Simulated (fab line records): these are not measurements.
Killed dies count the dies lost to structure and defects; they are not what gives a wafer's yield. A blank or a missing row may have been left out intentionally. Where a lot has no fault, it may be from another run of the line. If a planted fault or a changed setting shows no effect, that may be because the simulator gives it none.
Split-lot study / flow rit cmos / 23 wafers read across 5 lots, on a route 202 steps long

== THE SPLIT ITSELF ==
At RIT_NSD_IMPLANT_08, the setting dose cm2 was moved away from the recipe's 1e+15 on 7 of the 23 wafers read, by +3.4% to +6.8%. This setting was run at the recipe's value on the other wafers.

== FROM THE SPLIT TO THE READING: what the file shows between them, 3 steps ==
- RIT_PSD_DEVELOP_05: develop time 50 s (also split here: develop time s)
- RIT_PSD_HARDBAKE_07: time 60 s
- RIT_SDANNEAL_RTA_03: time 5 s

== THE READING ==
NSD_RS in ohm/sq, measured at RIT_SDANNEAL_RS_MEAS_05 by four-point-probe. A value of 84.4 ohm/sq with a standard deviation of 0.4 ohm/sq is what fault-free wafers of this fab line usually give.

wafer=L075.2; tool, chamber at the split=implanter-03, 0; dose cm2 as run=1e+15; against the recipe=recipe; NSD_RS, ohm/sq=84.3; against lot-mates on the recipe=-
wafer=L075.5; tool, chamber at the split=implanter-03, 0; dose cm2 as run=1e+15; against the recipe=recipe; NSD_RS, ohm/sq=84.1; against lot-mates on the recipe=-
wafer=L075.6; tool, chamber at the split=implanter-03, 0; dose cm2 as run=1e+15; against the recipe=recipe; NSD_RS, ohm/sq=84.1; against lot-mates on the recipe=-
wafer=L076.1; tool, chamber at the split=implanter-02, 0; dose cm2 as run=1e+15; against the recipe=recipe; NSD_RS, ohm/sq=84.6; against lot-mates on the recipe=-
wafer=L076.2; tool, chamber at the split=implanter-02, 0; dose cm2 as run=1e+15; against the recipe=recipe; NSD_RS, ohm/sq=84.3; against lot-mates on the recipe=-
wafer=L076.3; tool, chamber at the split=implanter-02, 0; dose cm2 as run=1e+15; against the recipe=recipe; NSD_RS, ohm/sq=84.3; against lot-mates on the recipe=-
wafer=L076.5; tool, chamber at the split=implanter-02, 0; dose cm2 as run=1.068e+15; against the recipe=+6.8%; NSD_RS, ohm/sq=80.1; against lot-mates on the recipe=-4.3
wafer=L076.6; tool, chamber at the split=implanter-02, 0; dose cm2 as run=1.068e+15; against the recipe=+6.8%; NSD_RS, ohm/sq=80.3; against lot-mates on the recipe=-4.1
wafer=L080.2; tool, chamber at the split=implanter-03, 0; dose cm2 as run=1e+15; against the recipe=recipe; NSD_RS, ohm/sq=84.0; against lot-mates on the recipe=-
wafer=L080.3; tool, chamber at the split=implanter-03, 0; dose cm2 as run=1e+15; against the recipe=recipe; NSD_RS, ohm/sq=84.4; against lot-mates on the recipe=-
wafer=L080.4; tool, chamber at the split=implanter-03, 0; dose cm2 as run=1e+15; against the recipe=recipe; NSD_RS, ohm/sq=84.4; against lot-mates on the recipe=-
wafer=L080.5; tool, chamber at the split=implanter-03, 0; dose cm2 as run=1e+15; against the recipe=recipe; NSD_RS, ohm/sq=84.5; against lot-mates on the recipe=-
wafer=L080.6; tool, chamber at the split=implanter-03, 0; dose cm2 as run=1e+15; against the recipe=recipe; NSD_RS, ohm/sq=84.2; against lot-mates on the recipe=-
wafer=L082.1; tool, chamber at the split=implanter-03, 0; dose cm2 as run=1e+15; against the recipe=recipe; NSD_RS, ohm/sq=83.9; against lot-mates on the recipe=-
wafer=L082.2; tool, chamber at the split=implanter-03, 0; dose cm2 as run=1e+15; against the recipe=recipe; NSD_RS, ohm/sq=83.8; against lot-mates on the recipe=-
wafer=L082.3; tool, chamber at the split=implanter-03, 0; dose cm2 as run=1.06e+15; against the recipe=+6.0%; NSD_RS, ohm/sq=80.2; against lot-mates on the recipe=-3.6
wafer=L082.4; tool, chamber at the split=implanter-03, 0; dose cm2 as run=1e+15; against the recipe=recipe; NSD_RS, ohm/sq=83.8; against lot-mates on the recipe=-
wafer=L082.5; tool, chamber at the split=implanter-03, 0; dose cm2 as run=1.06e+15; against the recipe=+6.0%; NSD_RS, ohm/sq=79.8; against lot-mates on the recipe=-4.0
wafer=L083.1; tool, chamber at the split=implanter-04, 0; dose cm2 as run=1.034e+15; against the recipe=+3.4%; NSD_RS, ohm/sq=82.3; against lot-mates on the recipe=-2.0
wafer=L083.2; tool, chamber at the split=implanter-04, 0; dose cm2 as run=1.034e+15; against the recipe=+3.4%; NSD_RS, ohm/sq=82.3; against lot-mates on the recipe=-2.0
wafer=L083.3; tool, chamber at the split=implanter-04, 0; dose cm2 as run=1e+15; against the recipe=recipe; NSD_RS, ohm/sq=84.3; against lot-mates on the recipe=-
wafer=L083.4; tool, chamber at the split=implanter-04, 0; dose cm2 as run=1e+15; against the recipe=recipe; NSD_RS, ohm/sq=84.3; against lot-mates on the recipe=-
wafer=L083.5; tool, chamber at the split=implanter-04, 0; dose cm2 as run=1.034e+15; against the recipe=+3.4%; NSD_RS, ohm/sq=82.2; against lot-mates on the recipe=-2.1

THE FIT
A straight line over all 23 wafers: NSD_RS changes by -0.628 ohm/sq for each +1% of dose cm2; r = -0.99; the points scatter about the line by 0.28 ohm/sq.
The same after taking each lot's own level away (the mean of its wafers on the recipe; 23 wafers): -0.623 ohm/sq for each +1%; r = -1.00; scatter 0.14 ohm/sq.
The reading moves by 4.2 ohm/sq for the largest change in dose cm2, on that fit.
Measured against the standard deviation above, the lots' own levels, which go from 83.83 to 84.40 ohm/sq, span 1.4 times it.
So the lot-to-lot level changes the slope little: the two slopes agree.
Check: -4.21 ohm/sq against its lot-mates is what the line predicts for one of the wafers moved furthest among these (+6.8%) when that wafer is left out of the fit. It came out at -4.3 ohm/sq against them.

== ADDITIONAL SPLITS CARRIED BY THESE WAFERS ==
Other splits were also applied to these wafers ahead of the reading. Each is held against what the fit with the lots' levels taken away leaves over:
other split on the same wafers=RIT_NLDD_IMPLANT_08 dose cm2; wafers away from the commonest value=4; r with NSD_RS (lot level and that fit taken away)=-0.19
other split on the same wafers=RIT_PLDD_IMPLANT_08 energy kev; wafers away from the commonest value=7; r with NSD_RS (lot level and that fit taken away)=-0.17
other split on the same wafers=RIT_PSD_DEVELOP_05 develop time s; wafers away from the commonest value=6; r with NSD_RS (lot level and that fit taken away)=-0.16

== FILE'S OWN FIT ==
NSD_RS changes by -0.621 ohm/sq for each +1% of dose cm2, r = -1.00.
